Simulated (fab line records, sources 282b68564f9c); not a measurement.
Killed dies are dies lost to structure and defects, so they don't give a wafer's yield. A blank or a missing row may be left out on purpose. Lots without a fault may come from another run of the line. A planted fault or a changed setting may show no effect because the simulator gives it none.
fab line records | flow rit_cmos
record lots=5 wafers=15 last_day=6
route steps=202 shown PSD@144 SDANNEAL@153 NSD@158 PLDD@159 NLDD@160 SILICIDE@161 CONTACT@168
lots that met no fault: from a run of the same line without faults
start_h: hours from the record's first day to the start of the lot's first wafer shown | wait_h: hours since the lot's step before | " the same as in the row above | L1.1+2: a row that stands for several wafers | - no value, or no start given | * or withheld: withheld | < > ~ a bound
route shown NAME@n: a module of which the file shows steps, and the number in the route of the first | usual: mean/standard deviation of fault-free wafers | same: alike in all rows | chamber/n: place in a boat | sites: the reading at each site | _std_site: their standard deviation | _edge_site: outer sites' mean less inner sites' | radius_mm: how far each site lies from the wafer's centre | mask NAME#n: copy n | behind: the tool/chamber that last shaped the wafer | hold: why the lot was held/for how many hours/how that ended | device: the transistor (n, p or np) that didn't switch | end of line: the same wafers' tests at the end of the route | a step without rows: its recipe alone | killed: dies lost to structure and defects at the first sort, not the wafer's yield | map: a wafer's dies, x killed, . not, _ none there
set.NAME: the setting as run; set.NAME@STEP: as run at that earlier step | model.NAME: the simulator's own value behind a step, which no gauge read
lots at some steps of the route; a table a step, a row a wafer
services: from which hour (start_h, from the record's first day; less than 0 if before it) a tool's chamber was out of use, for how many hours, and why
## steps
# step RIT_PSD_SOFTBAKE_02
# recipe resist=NOVOLAK temp_c=90 time_s=60
# usual exhaust_pa=45.1/0.75 resist_line_temp_C=22.99/0.1
# columns lot.wafer tool chamber start_h wait_h exhaust_pa resist_line_temp_C
L074.1 litho_track-02 0 54.28 0.1 45.2 22.86
L074.4 " 0 " " 45.1 23.01
L074.6 " 0 " " 44.3 22.85
L075.3 litho_track-04 0 56.90 0.1 45.3 23.01
L075.5 " 0 " " 45.2 22.87
L075.6 " 0 " " 44.2 22.89
L078.1 litho_track-01 0 68.58 0.1 43.9 22.99
L078.4 " 0 " " 45.4 23.03
L078.6 " 0 " " 44.8 23.07
L079.1 litho_track-01 0 73.70 0.1 46.1 23.08
L079.4 " 0 " " 45.0 22.93
L079.6 " 0 " " 45.1 23.03
L089.2 litho_track-02 0 127.60 0.1 44.9 23.04
L089.3 " 0 " " 44.0 22.94
L089.4 " 0 " " 43.7 23.23
# step RIT_PSD_EXPOSE_03
# recipe mask_id=M10 na=0.57 target_cd_nm=40900 dose_mj=250
# columns lot.wafer tool chamber start_h wait_h mask
L074.1+4+6 iline_stepper-02 0 54.55 0.2 M10#0
L075.3+5+6 iline_stepper-02 0 57.04 0.1 M10#0
L078.1+4+6 iline_stepper-02 0 68.86 0.2 M10#0
L079.1+4+6 iline_stepper-02 0 73.85 0.1 M10#0
L089.2+3+4 iline_stepper-02 0 127.74 0.1 M10#0
# step RIT_PSD_PEB_04
# recipe resist=NOVOLAK temp_c=withheld time_s=withheld
# usual exhaust_pa=45.1/0.9 resist_line_temp_C=*
# columns lot.wafer tool chamber start_h wait_h exhaust_pa resist_line_temp_C
L074.1 litho_track-01 0 54.67 0.1 44.3 *
L074.4 " 0 " " 44.1 *
L074.6 " 0 " " 44.9 *
L075.3 litho_track-04 0 57.17 0.1 45.0 *
L075.5 " 0 " " 45.2 *
L075.6 " 0 " " 45.3 *
L078.1 litho_track-04 0 68.98 0.1 46.7 *
L078.4 " 0 " " 47.1 *
L078.6 " 0 " " 45.1 *
L079.1 litho_track-04 0 73.97 0.1 44.5 *
L079.4 " 0 " " 43.8 *
L079.6 " 0 " " 43.5 *
L089.2 litho_track-04 0 127.86 0.1 44.0 *
L089.3 " 0 " " 43.8 *
L089.4 " 0 " " 44.5 *
# step RIT_PSD_DEVELOP_05
# recipe resist=NOVOLAK develop_time_s=50 dev_temp_c=23
# usual exhaust_pa=45.1/0.86 resist_line_temp_C=22.98/0.12
# columns lot.wafer tool chamber start_h wait_h exhaust_pa resist_line_temp_C
L074.1 litho_track-01 0 - - 45.8 22.75
L074.4 " 0 " " 46.1 22.84
L074.6 " 0 " " 46.2 22.71
L075.3 litho_track-04 0 - - 44.5 22.87
L075.5 " 0 " " 44.2 23.13
L075.6 " 0 " " 44.7 22.96
L078.1 litho_track-04 0 - - 45.4 23.20
L078.4 " 0 " " 44.7 22.89
L078.6 " 0 " " 46.5 23.16
L079.1 litho_track-04 0 - - 44.4 23.12
L079.4 " 0 " " 45.2 23.17
L079.6 " 0 " " 44.2 23.08
L089.2 litho_track-04 0 - - 44.0 22.98
L089.3 " 0 " " 45.9 22.99
L089.4 " 0 " " 44.0 22.88
# step RIT_PSD_OVL_MEAS_06
# usual PSD_OVL=0.1/1.4
# columns lot.wafer tool chamber start_h wait_h PSD_OVL[nm]
L074.1 overlay-01 - 54.95 - 1.0
L074.4 " - " " 2.1
L074.6 " - " " 0.9
L075.3 overlay-02 - 57.41 - -1.6
L075.5 " - " " -2.2
L075.6 " - " " 0.3
L078.1 overlay-02 - 69.26 - -1.8
L078.4 " - " " -1.6
L078.6 " - " " -2.3
L079.1 overlay-01 - 74.25 - 0.1
L079.4 " - " " 0.9
L079.6 " - " " -0.7
L089.2 overlay-01 - 128.13 - 1.7
L089.3 " - " " 1.8
L089.4 " - " " 3.1
# step RIT_PSD_HARDBAKE_07
# recipe resist=NOVOLAK temp_c=140 time_s=60
# usual exhaust_pa=45.0/0.77 resist_line_temp_C=22.99/0.11
# columns lot.wafer tool chamber start_h wait_h exhaust_pa resist_line_temp_C
L074.1 litho_track-04 0 54.99 0.0 44.1 23.00
L074.4 " 0 " " 45.4 22.85
L074.6 " 0 " " 45.6 22.98
L075.3 litho_track-02 0 57.57 0.1 46.1 22.97
L075.5 " 0 " " 46.4 22.87
L075.6 " 0 " " 46.0 23.07
L078.1 litho_track-02 0 69.30 0.0 45.2 23.03
L078.4 " 0 " " 45.4 23.13
L078.6 " 0 " " 45.5 22.92
L079.1 litho_track-04 0 74.28 0.0 46.1 23.07
L079.4 " 0 " " 45.1 23.18
L079.6 " 0 " " 45.0 22.92
L089.2 litho_track-02 0 128.18 0.0 45.3 23.24
L089.3 " 0 " " 45.2 22.94
L089.4 " 0 " " 45.4 23.05
# step RIT_PSD_IMPLANT_08
# recipe species=BF2 energy_kev=27 dose_cm2=5e+15 tilt_deg=7
# usual beam_energy_keV=26.999/0.0077 beam_on_s=13.6/1.1 faraday_current_uA=11358/920
# columns lot.wafer tool chamber start_h wait_h beam_energy_keV beam_on_s faraday_current_uA
L074.1 implanter-01 0 55.14 0.1 27.009 14.3 10711
L074.4 " 0 " " 27.003 14.4 10658
L074.6 " 0 " " 27.000 14.3 10798
L075.3 implanter-03 0 57.72 0.1 27.003 13.3 11479
L075.5 " 0 " " 27.008 13.3 11452
L075.6 " 0 " " 27.015 13.3 11465
L078.1 implanter-01 0 69.45 0.1 27.003 14.6 10570
L078.4 " 0 " " 26.997 14.4 10740
L078.6 " 0 " " 26.988 14.4 10709
L079.1 implanter-03 0 74.43 0.1 26.986 13.3 11607
L079.4 " 0 " " 26.988 12.9 11861
L079.6 " 0 " " 27.002 13.0 11770
L089.2 implanter-03 0 128.33 0.1 27.005 13.8 11179
L089.3 " 0 " " 26.994 13.5 11429
L089.4 " 0 " " 27.003 13.2 11693
# step RIT_PSD_STRIP_09
# recipe chemistry=O2 time_s=180 resist=NOVOLAK platen_temp_c=withheld power_w=500 pressure_mtorr=4000 o2_flow_sccm=4000
# usual drypump_motor_current_A=5.9/0.6 rf_refl_power_W=5.7/0.73
# columns lot.wafer tool chamber start_h wait_h drypump_motor_current_A rf_hours_counter_h rf_refl_power_W
L074.1 plasma_asher-02 1 55.29 0.1 6.5 24 5.8
L074.4 " 0 " " 5.4 - 4.5
L074.6 " 0 " " 5.4 - 4.6
L075.3 plasma_asher-02 0 57.88 0.1 5.4 - 4.6
L075.5 " 0 " " 5.4 - 4.6
L075.6 " 1 " " 6.5 - 5.8
L078.1 plasma_asher-04 0 69.60 0.1 6.6 48 6.4
L078.4 " 1 " " 5.2 - 5.8
L078.6 " 0 " " 6.5 - 6.7
L079.1 plasma_asher-01 0 74.58 0.1 5.7 48 6.7
L079.4 " 1 " " 6.3 - 6.5
L079.6 " 0 " " 5.7 - 6.8
L089.2 plasma_asher-04 1 128.46 0.1 5.2 1 5.8
L089.3 " 0 " " 6.6 - 6.4
L089.4 " 1 " " 5.2 - 5.6
# step RIT_PSD_TW_MEAS_10
# usual PSD_TW=3449/43
# columns lot.wafer tool chamber start_h wait_h PSD_TW
L074.1 film_metro-03 - 55.46 0.1 3501
L074.4 " - " " 3505
L074.6 " - " " 3483
L075.3 film_metro-01 - 58.01 0.1 3486
L075.5 " - " " 3479
L075.6 " - " " 3489
L078.1 film_metro-03 - 69.77 0.1 3480
L078.4 " - " " 3476
L078.6 " - " " 3471
L079.1 film_metro-01 - 74.76 0.1 3495
L079.4 " - " " 3485
L079.6 " - " " 3493
L089.2 film_metro-04 - 128.64 0.1 3414
L089.3 " - " " 3386
L089.4 " - " " 3395
# step RIT_SDANNEAL_CLEAN_00
# recipe chemistry=SC1 mix=3:3:50 time_s=579.2 temp_c=75
# usual temp_c=75.00/0.11
# columns lot.wafer tool chamber start_h wait_h temp_c
L074.1 wet_bench-01 2 55.52 0.1 75.00
L074.4 " 2 " " 74.74
L074.6 " 2 " " 74.98
L075.3 wet_bench-02 1 58.05 0.0 74.98
L075.5 " 1 " " 74.93
L075.6 " 1 " " 75.01
L078.1 wet_bench-04 1 69.83 0.1 75.06
L078.4 " 1 " " 75.07
L078.6 " 1 " " 74.95
L079.1 wet_bench-02 3 74.82 0.1 75.04
L079.4 " 3 " " 74.98
L079.6 " 3 " " 74.84
L089.2 wet_bench-01 0 128.69 0.0 74.96
L089.3 " 0 " " 75.04
L089.4 " 0 " " 74.98
# step RIT_SDANNEAL_CLEAN_01
# recipe chemistry=dHF dilution=50:1 time_s=30
# columns lot.wafer tool chamber start_h wait_h
L074.1+4+6 wet_bench-02 2 55.70 0.0
L075.3+5+6 wet_bench-04 3 58.23 0.0
L078.1+4+6 wet_bench-01 3 70.21 0.0
L079.1+4+6 wet_bench-04 1 75.01 0.0
L089.2+3+4 wet_bench-02 3 129.04 0.0
# step RIT_SDANNEAL_CLEAN_02
# recipe chemistry=SC2 mix=3:3:50 time_s=600 temp_c=75 dry=n2_spin
# usual temp_c=74.98/0.12
# columns lot.wafer tool chamber start_h wait_h temp_c
L074.1 wet_bench-04 0 55.72 0.0 74.94
L074.4 " 0 " " 74.91
L074.6 " 0 " " 75.13
L075.3 wet_bench-04 0 58.26 0.0 75.04
L075.5 " 0 " " 74.99
L075.6 " 0 " " 74.86
L078.1 wet_bench-02 1 70.23 0.0 74.88
L078.4 " 1 " " 74.98
L078.6 " 1 " " 74.86
L079.1 wet_bench-01 1 75.03 0.0 75.01
L079.4 " 1 " " 74.96
L079.6 " 1 " " 74.81
L089.2 wet_bench-01 2 129.06 0.0 74.94
L089.3 " 2 " " 74.85
L089.4 " 2 " " 74.93
# step RIT_SDANNEAL_RTA_03
# recipe temp_c=1050 time_s=4.891 idle_temp_c=600 ramp_up_c_per_s=342 ramp_down_c_per_s=171 cool_to_c=600 ambient=N2
# usual wafer_temp_C_max=1053.7/1.2
# columns lot.wafer tool chamber start_h wait_h wafer_temp_C_max
L074.1 rtp_anneal-02 0 56.07 0.0 1055.1
L074.4 " 0 " " 1053.8
L074.6 " 0 " " 1053.7
L075.3 rtp_anneal-01 0 58.63 0.0 1052.9
L075.5 " 0 " " 1053.5
L075.6 " 0 " " 1054.8
L078.1 rtp_anneal-02 0 70.42 0.0 1056.2
L078.4 " 0 " " 1054.5
L078.6 " 0 " " 1055.4
L079.1 rtp_anneal-01 0 75.20 0.0 1055.3
L079.4 " 0 " " 1053.9
L079.6 " 0 " " 1052.8
L089.2 rtp_anneal-02 0 129.42 0.0 1054.1
L089.3 " 0 " " 1051.6
L089.4 " 0 " " 1056.4
# step RIT_SDANNEAL_RS_MEAS_04
# recipe thk_meas_gauge=four-point-probe
# usual PSD_RS=116.3/0.33
# columns lot.wafer tool chamber start_h wait_h PSD_RS[ohm/sq]
L074.1 film_metro-01 - 56.12 0.0 116.2
L074.4 " - " " 116.1
L074.6 " - " " 116.0
L075.3 film_metro-01 - 58.71 0.1 116.2
L075.5 " - " " 116.6
L075.6 " - " " 116.4
L078.1 film_metro-01 - 70.48 0.0 116.4
L078.4 " - " " 116.7
L078.6 " - " " 116.4
L079.1 film_metro-04 - 75.26 0.0 116.3
L079.4 " - " " 116.3
L079.6 " - " " 116.3
L089.2 film_metro-04 - 129.49 0.1 116.1
L089.3 " - " " 115.8
L089.4 " - " " 116.0
# step RIT_SDANNEAL_RS_MEAS_05
# recipe thk_meas_gauge=four-point-probe
# usual NSD_RS=84.51/0.28
# columns lot.wafer tool chamber start_h wait_h NSD_RS[ohm/sq]
L074.1 film_metro-01 - 56.24 0.1 84.01
L074.4 " - " " 84.30
L074.6 " - " " 84.14
L075.3 film_metro-01 - 58.83 0.1 84.43
L075.5 " - " " 84.89
L075.6 " - " " 84.72
L078.1 film_metro-01 - 70.60 0.1 84.45
L078.4 " - " " 84.60
L078.6 " - " " 84.51
L079.1 film_metro-04 - 75.38 0.1 84.35
L079.4 " - " " 84.74
L079.6 " - " " 84.37
L089.2 film_metro-04 - 129.61 0.1 84.52
L089.3 " - " " 84.61
L089.4 " - " " 84.54
# step RIT_SDANNEAL_RS_MEAS_06
# recipe thk_meas_gauge=four-point-probe
# usual PLDD_RS=178.9/0.45
# columns lot.wafer tool chamber start_h wait_h PLDD_RS[ohm/sq]
L074.1 film_metro-01 - 56.36 0.1 178.9
L074.4 " - " " 178.9
L074.6 " - " " 178.7
L075.3 film_metro-01 - 58.95 0.1 180.0
L075.5 " - " " 180.5
L075.6 " - " " 180.0
L078.1 film_metro-01 - 70.72 0.1 179.3
L078.4 " - " " 179.2
L078.6 " - " " 179.0
L079.1 film_metro-04 - 75.50 0.1 178.8
L079.4 " - " " 179.3
L079.6 " - " " 179.7
L089.2 film_metro-04 - 129.73 0.1 178.4
L089.3 " - " " 178.2
L089.4 " - " " 178.3
# step RIT_SDANNEAL_RS_MEAS_07
# recipe thk_meas_gauge=four-point-probe
# usual NLDD_RS=153.2/0.55
# columns lot.wafer tool chamber start_h wait_h NLDD_RS[ohm/sq]
L074.1 film_metro-01 - 56.48 0.1 153.3
L074.4 " - " " 153.2
L074.6 " - " " 152.9
L075.3 film_metro-01 - 59.07 0.1 154.5
L075.5 " - " " 154.6
L075.6 " - " " 154.2
L078.1 film_metro-01 - 70.84 0.1 154.5
L078.4 " - " " 154.0
L078.6 " - " " 154.0
L079.1 film_metro-04 - 75.62 0.1 152.5
L079.4 " - " " 152.9
L079.6 " - " " 152.7
L089.2 film_metro-04 - 129.85 0.1 153.1
L089.3 " - " " 153.5
L089.4 " - " " 153.4
# step RIT_SILICIDE_WET_ETCH_00
# recipe chemistry=BOE target=SiO2 target_depth_nm=14 time_s=15 dry=n2_spin dilution=10:1 temp_c=21.5
# usual temp_c=21.48/0.1
# columns lot.wafer tool chamber start_h wait_h temp_c
L074.1 wet_bench-02 3 56.60 0.1 21.52
L074.4 " 3 " " 21.41
L074.6 " 3 " " 21.44
L075.3 wet_bench-04 3 59.15 0.1 21.34
L075.5 " 3 " " 21.36
L075.6 " 3 " " 21.30
L078.1 wet_bench-04 1 70.96 0.1 21.55
L078.4 " 1 " " 21.59
L078.6 " 1 " " 21.46
L079.1 wet_bench-02 2 75.74 0.1 21.58
L079.4 " 2 " " 21.51
L079.6 " 2 " " 21.63
L089.2 wet_bench-03 2 129.95 0.1 21.30
L089.3 " 2 " " 21.41
L089.4 " 2 " " 21.38
# step RIT_SILICIDE_SPUTTER_01
# recipe material=Ti target_thk_nm=30 power_w=350 chamber_pressure_pa=0.667 gas=Ar time_s=240 substrate_temp_c=25
# usual throttle_valve_pct=30.4/0.98
# columns lot.wafer tool chamber start_h wait_h throttle_valve_pct
L074.1 pvd_sputter-02 - 56.62 0.0 30.4
L074.4 " - " " 29.3
L074.6 " - " " 30.2
L075.3 pvd_sputter-03 - 59.17 0.0 29.4
L075.5 " - " " 32.7
L075.6 " - " " 32.0
L078.1 pvd_sputter-04 - 70.97 0.0 29.3
L078.4 " - " " 31.1
L078.6 " - " " 29.5
L079.1 pvd_sputter-02 - 75.75 0.0 30.4
L079.4 " - " " 31.2
L079.6 " - " " 30.7
L089.2 pvd_sputter-03 - 129.96 0.0 32.6
L089.3 " - " " 31.9
L089.4 " - " " 29.4
# step RIT_SILICIDE_RS_MEAS_02
# recipe thk_meas_gauge=four-point-probe reads=Ti_of_SILICIDE_SPUTTER_01
# usual SILICIDE_TI_RS=48.1/0.76
# columns lot.wafer tool chamber start_h wait_h SILICIDE_TI_RS[ohm/sq]
L074.1 film_metro-03 - 56.77 0.1 48.3
L074.4 " - " " 47.4
L074.6 " - " " 47.3
L075.3 film_metro-03 - 59.36 0.1 47.5
L075.5 " - " " 47.3
L075.6 " - " " 47.1
L078.1 film_metro-02 - 71.12 0.1 49.1
L078.4 " - " " 47.5
L078.6 " - " " 48.6
L079.1 film_metro-02 - 75.90 0.1 49.8
L079.4 " - " " 48.7
L079.6 " - " " 49.9
L089.2 film_metro-02 - 130.13 0.1 47.4
L089.3 " - " " 47.2
L089.4 " - " " 47.8
# step RIT_SILICIDE_THK_MEAS_03
# recipe thk_meas_gauge=xrf reads=Ti_of_SILICIDE_SPUTTER_01
# usual SILICIDE_TI_THK=30.4/0.41
# columns lot.wafer tool chamber start_h wait_h SILICIDE_TI_THK[nm]
L074.1 film_metro-03 - 56.89 0.1 30.4
L074.4 " - " " 30.7
L074.6 " - " " 31.0
L075.3 film_metro-03 - 59.46 0.1 30.8
L075.5 " - " " 30.9
L075.6 " - " " 30.9
L078.1 film_metro-02 - 71.24 0.1 30.0
L078.4 " - " " 30.7
L078.6 " - " " 30.0
L079.1 film_metro-02 - 76.02 0.1 29.8
L079.4 " - " " 30.1
L079.6 " - " " 29.6
L089.2 film_metro-02 - 130.24 0.1 30.7
L089.3 " - " " 30.7
L089.4 " - " " 30.5
# step RIT_SILICIDE_RTA_04
# recipe temp_c=650 time_s=10 idle_temp_c=25 ramp_up_s=5 ramp_down_s=5 cool_to_c=25 ambient=N2
# usual wafer_temp_C_max=653.0/0.77
# columns lot.wafer tool chamber start_h wait_h wafer_temp_C_max
L074.1 rtp_anneal-01 0 56.95 0.1 653.2
L074.4 " 0 " " 653.7
L074.6 " 0 " " 654.3
L075.3 rtp_anneal-02 0 59.53 0.1 652.0
L075.5 " 0 " " 651.8
L075.6 " 0 " " 652.3
L078.1 rtp_anneal-01 0 71.30 0.1 653.6
L078.4 " 0 " " 653.8
L078.6 " 0 " " 653.3
L079.1 rtp_anneal-02 0 76.08 0.1 651.7
L079.4 " 0 " " 652.8
L079.6 " 0 " " 652.7
L089.2 rtp_anneal-01 0 130.30 0.1 653.3
L089.3 " 0 " " 653.6
L089.4 " 0 " " 653.1
# step RIT_SILICIDE_WET_ETCH_05
# recipe chemistry=SPM target=Ti temp_c=90 time_s=120 dry=n2_spin
# usual temp_c=90.00/0.11
# columns lot.wafer tool chamber start_h wait_h temp_c
L074.1 wet_bench-02 2 57.01 0.1 90.11
L074.4 " 2 " " 90.04
L074.6 " 2 " " 90.30
L075.3 wet_bench-04 1 59.57 0.0 90.05
L075.5 " 1 " " 90.03
L075.6 " 1 " " 90.19
L078.1 wet_bench-04 2 71.37 0.1 89.93
L078.4 " 2 " " 89.88
L078.6 " 2 " " 90.01
L079.1 wet_bench-04 3 76.15 0.1 89.99
L079.4 " 3 " " 90.10
L079.6 " 3 " " 90.01
L089.2 wet_bench-02 1 130.36 0.0 89.92
L089.3 " 1 " " 90.14
L089.4 " 1 " " 89.99
# step RIT_SILICIDE_RTA_06
# recipe temp_c=750 time_s=10 idle_temp_c=25 ramp_up_s=5 ramp_down_s=10 cool_to_c=25 ambient=N2
# usual wafer_temp_C_max=753.4/0.91
# columns lot.wafer tool chamber start_h wait_h wafer_temp_C_max
L074.1 rtp_anneal-02 0 57.06 0.0 753.0
L074.4 " 0 " " 753.0
L074.6 " 0 " " 752.2
L075.3 rtp_anneal-01 0 59.68 0.0 753.9
L075.5 " 0 " " 753.4
L075.6 " 0 " " 754.2
L078.1 rtp_anneal-02 0 71.41 0.0 751.8
L078.4 " 0 " " 753.7
L078.6 " 0 " " 752.9
L079.1 rtp_anneal-01 0 76.19 0.0 753.4
L079.4 " 0 " " 754.4
L079.6 " 0 " " 753.9
L089.2 rtp_anneal-02 0 130.41 0.0 752.6
L089.3 " 0 " " 752.1
L089.4 " 0 " " 753.4
# step RIT_CONTACT_CVD_00
# recipe material=SiO2 target_thk_nm=400 precursor=TEOS temp_c=390 time_s=61 rf_w=400
# usual heater_power_w=320/62
# columns lot.wafer tool chamber start_h wait_h heater_power_w
L074.1 pecvd-04 0 57.12 0.1 290
L074.4 " 2 " " 455
L074.6 " 0 " " 293
L075.3 pecvd-03 0 59.72 0.0 343
L075.5 " 1 " " 261
L075.6 " 2 " " 366
L078.1 pecvd-03 2 71.48 0.1 365
L078.4 " 0 " " 334
L078.6 " 1 " " 208
L079.1 pecvd-01 0 76.26 0.1 282
L079.4 " 1 " " 298
L079.6 " 2 " " 272
L089.2 pecvd-04 0 130.47 0.0 256
L089.3 " 2 " " 436
L089.4 " 1 " " 342
# step RIT_CONTACT_THK_MEAS_01
# recipe reads=SiO2_of_CONTACT_CVD_00
# usual CONTACT_TEOS_THK=399/5.4
# columns lot.wafer tool chamber start_h wait_h CONTACT_TEOS_THK[nm]
L074.1 film_metro-02 - 57.17 0.0 398
L074.4 " - " " 404
L074.6 " - " " 405
L075.3 film_metro-01 - 59.79 0.0 399
L075.5 " - " " 405
L075.6 " - " " 401
L078.1 film_metro-04 - 71.53 0.0 393
L078.4 " - " " 393
L078.6 " - " " 401
L079.1 film_metro-01 - 76.31 0.0 399
L079.4 " - " " 408
L079.6 " - " " 405
L089.2 film_metro-04 - 130.53 0.0 392
L089.3 " - " " 396
L089.4 " - " " 398
# step RIT_CONTACT_HMDS_02
# recipe prime_time_s=60 prime_temp_c=140
# usual exhaust_pa=45.0/0.85 resist_line_temp_C=23.00/0.11
# columns lot.wafer tool chamber start_h wait_h exhaust_pa resist_line_temp_C
L074.1 litho_track-01 0 57.25 0.1 44.9 23.12
L074.4 " 0 " " 45.9 23.14
L074.6 " 0 " " 44.0 23.05
L075.3 litho_track-03 0 59.88 0.1 45.5 22.88
L075.5 " 0 " " 45.2 22.89
L075.6 " 0 " " 46.1 22.82
L078.1 litho_track-04 0 71.59 0.1 44.9 23.05
L078.4 " 0 " " 44.3 23.00
L078.6 " 0 " " 45.2 22.89
L079.1 litho_track-03 0 76.37 0.1 45.4 22.84
L079.4 " 0 " " 45.3 22.86
L079.6 " 0 " " 44.5 22.95
L089.2 litho_track-03 0 130.61 0.1 44.8 23.00
L089.3 " 0 " " 46.0 22.95
L089.4 " 0 " " 44.6 23.00
# step RIT_CONTACT_COAT_03
# recipe resist=NOVOLAK spin_rpm=3250 resist_thk_nm=1000
# usual exhaust_pa=45.0/1 resist_line_temp_C=23.00/0.1
# columns lot.wafer tool chamber start_h wait_h exhaust_pa resist_line_temp_C
L074.1 litho_track-01 0 57.40 0.1 44.7 22.88
L074.4 " 0 " " 46.6 23.02
L074.6 " 0 " " 44.8 22.86
L075.3 litho_track-03 0 60.03 0.1 46.0 23.14
L075.5 " 0 " " 44.3 22.93
L075.6 " 0 " " 44.8 23.00
L078.1 litho_track-04 0 71.74 0.1 45.3 23.04
L078.4 " 0 " " 44.6 22.87
L078.6 " 0 " " 44.9 22.93
L079.1 litho_track-03 0 76.52 0.1 45.6 22.95
L079.4 " 0 " " 44.4 22.97
L079.6 " 0 " " 45.9 23.00
L089.2 litho_track-03 0 130.76 0.1 43.2 23.09
L089.3 " 0 " " 44.6 23.02
L089.4 " 0 " " 45.3 23.05
# step RIT_CONTACT_SOFTBAKE_04
# recipe resist=NOVOLAK temp_c=90 time_s=60
# usual exhaust_pa=45.0/0.89 resist_line_temp_C=22.99/0.099
# columns lot.wafer tool chamber start_h wait_h exhaust_pa resist_line_temp_C
L074.1 litho_track-01 0 57.55 0.1 45.0 23.05
L074.4 " 0 " " 45.5 23.00
L074.6 " 0 " " 44.4 23.00
L075.3 litho_track-03 0 60.18 0.1 44.2 23.06
L075.5 " 0 " " 44.9 22.98
L075.6 " 0 " " 44.8 23.00
L078.1 litho_track-04 0 71.89 0.1 43.7 22.71
L078.4 " 0 " " 45.0 22.93
L078.6 " 0 " " 44.6 22.84
L079.1 litho_track-03 0 76.67 0.1 46.1 22.88
L079.4 " 0 " " 44.1 22.96
L079.6 " 0 " " 45.0 23.07
L089.2 litho_track-03 0 130.91 0.1 46.8 22.92
L089.3 " 0 " " 45.9 22.91
L089.4 " 0 " " 45.3 22.93
# step RIT_CONTACT_EXPOSE_05
# recipe mask_id=M11 na=0.6 source_shape=conventional sigma_outer=0.5 target_cd_nm=1000 dose_mj=250
# columns lot.wafer tool chamber start_h wait_h mask
L074.1+4+6 iline_stepper-02 0 57.82 0.2 M11#0
L075.3+5+6 iline_stepper-02 0 60.32 0.1 M11#0
L078.1+4+6 iline_stepper-02 0 72.17 0.2 M11#0
L079.1+4+6 iline_stepper-01 0 76.95 0.2 M11#0
L089.2+3+4 iline_stepper-02 0 131.05 0.1 M11#0
# step RIT_CONTACT_PEB_06
# recipe resist=NOVOLAK temp_c=withheld time_s=withheld
# usual exhaust_pa=44.9/0.97 resist_line_temp_C=*
# columns lot.wafer tool chamber start_h wait_h exhaust_pa resist_line_temp_C
L074.1 litho_track-01 0 57.94 0.1 45.0 *
L074.4 " 0 " " 44.2 *
L074.6 " 0 " " 45.4 *
L075.3 litho_track-03 0 60.48 0.1 45.4 *
L075.5 " 0 " " 45.8 *
L075.6 " 0 " " 45.4 *
L078.1 litho_track-01 0 72.43 0.2 45.4 *
L078.4 " 0 " " 45.2 *
L078.6 " 0 " " 45.6 *
L079.1 litho_track-03 0 77.06 0.1 45.1 *
L079.4 " 0 " " 45.1 *
L079.6 " 0 " " 45.4 *
L089.2 litho_track-04 0 131.17 0.1 45.0 *
L089.3 " 0 " " 45.7 *
L089.4 " 0 " " 45.2 *
# step RIT_CONTACT_DEVELOP_07
# recipe resist=NOVOLAK develop_time_s=120 dev_temp_c=22.43
# usual exhaust_pa=44.9/0.81 resist_line_temp_C=22.98/0.1
# columns lot.wafer tool chamber start_h wait_h exhaust_pa resist_line_temp_C
L074.1 litho_track-01 0 - - 44.6 22.97
L074.4 " 0 " " 43.7 23.11
L074.6 " 0 " " 44.3 22.89
L075.3 litho_track-03 0 - - 44.6 22.99
L075.5 " 0 " " 45.2 22.89
L075.6 " 0 " " 45.7 22.85
L078.1 litho_track-01 0 - - 44.5 22.80
L078.4 " 0 " " 43.7 22.79
L078.6 " 0 " " 43.5 22.90
L079.1 litho_track-03 0 - - 44.0 23.16
L079.4 " 0 " " 44.3 23.17
L079.6 " 0 " " 44.7 22.93
L089.2 litho_track-04 0 - - 45.1 22.98
L089.3 " 0 " " 45.0 23.14
L089.4 " 0 " " 44.7 22.99
# step RIT_CONTACT_CD_MEAS_08
# recipe target_cd_nm=1000
# usual cd_nm=1000.1/2.6
# columns lot.wafer tool chamber start_h wait_h cd_nm
L074.1 cd_sem-01 - 58.34 - 998.9
L074.4 " - " " 997.6
L074.6 " - " " 998.2
L075.3 cd_sem-01 - 60.87 - 995.9
L075.5 " - " " 994.4
L075.6 " - " " 996.1
L078.1 cd_sem-02 - 72.83 - 1001.6
L078.4 " - " " 1002.8
L078.6 " - " " 1001.7
L079.1 cd_sem-01 - 77.46 - 999.4
L079.4 " - " " 1001.8
L079.6 " - " " 999.1
L089.2 cd_sem-01 - 131.57 - 998.7
L089.3 " - " " 998.5
L089.4 " - " " 996.2
# step RIT_CONTACT_OVL_MEAS_09
# usual CONTACT_OVL=-0.4/1.3
# columns lot.wafer tool chamber start_h wait_h CONTACT_OVL[nm]
L074.1 overlay-02 - 58.46 0.1 -2.6
L074.4 " - " " -2.0
L074.6 " - " " -1.5
L075.3 overlay-02 - 60.96 0.1 0.9
L075.5 " - " " 1.3
L075.6 " - " " 1.6
L078.1 overlay-01 - 72.95 0.1 0.1
L078.4 " - " " 0.9
L078.6 " - " " 1.1
L079.1 overlay-02 - 77.58 0.1 -2.5
L079.4 " - " " -2.0
L079.6 " - " " -2.2
L089.2 overlay-01 - 131.67 0.1 0.7
L089.3 " - " " 1.8
L089.4 " - " " 1.3
# step RIT_CONTACT_HARDBAKE_10
# recipe resist=NOVOLAK temp_c=140 time_s=60
# usual exhaust_pa=45.2/0.8 resist_line_temp_C=22.99/0.095
# columns lot.wafer tool chamber start_h wait_h exhaust_pa resist_line_temp_C
L074.1 litho_track-01 0 58.49 0.0 45.9 22.93
L074.4 " 0 " " 44.3 22.97
L074.6 " 0 " " 45.4 23.04
L075.3 litho_track-04 0 61.04 0.1 44.0 23.04
L075.5 " 0 " " 46.3 23.02
L075.6 " 0 " " 45.6 23.02
L078.1 litho_track-03 0 72.98 0.0 45.0 22.94
L078.4 " 0 " " 46.2 22.95
L078.6 " 0 " " 46.1 22.83
L079.1 litho_track-01 0 77.62 0.0 45.5 23.01
L079.4 " 0 " " 44.8 22.96
L079.6 " 0 " " 45.3 23.08
L089.2 litho_track-01 0 131.73 0.0 45.6 23.07
L089.3 " 0 " " 45.3 23.11
L089.4 " 0 " " 45.9 23.23
## services
# columns tool chamber start_h hours kind
iline_stepper-01 - 39.28 4.4 pm
wet_bench-04 - 43.60 3.0 repair
pvd_sputter-02 - 87.16 8.4 repair
pecvd-03 - 91.22 6.0 pm
implanter-03 - 92.67 2.3 pm
rtp_anneal-01 - 102.32 4.2 pm
implanter-01 - 103.08 9.0 pm
pvd_sputter-04 - 105.07 0.7 repair
plasma_asher-04 - 108.75 9.0 pm
plasma_asher-04 0 108.75 9.0 vent_cycle
plasma_asher-04 1 108.75 9.0 vent_cycle
pvd_sputter-04 - 114.59 4.7 repair
plasma_asher-04 0 117.75 - clean
plasma_asher-04 1 117.75 - clean
iline_stepper-02 - 119.07 1.7 pm
pvd_sputter-04 - 124.54 1.8 repair
pecvd-01 1 129.70 8.2 repair
## key
fault none
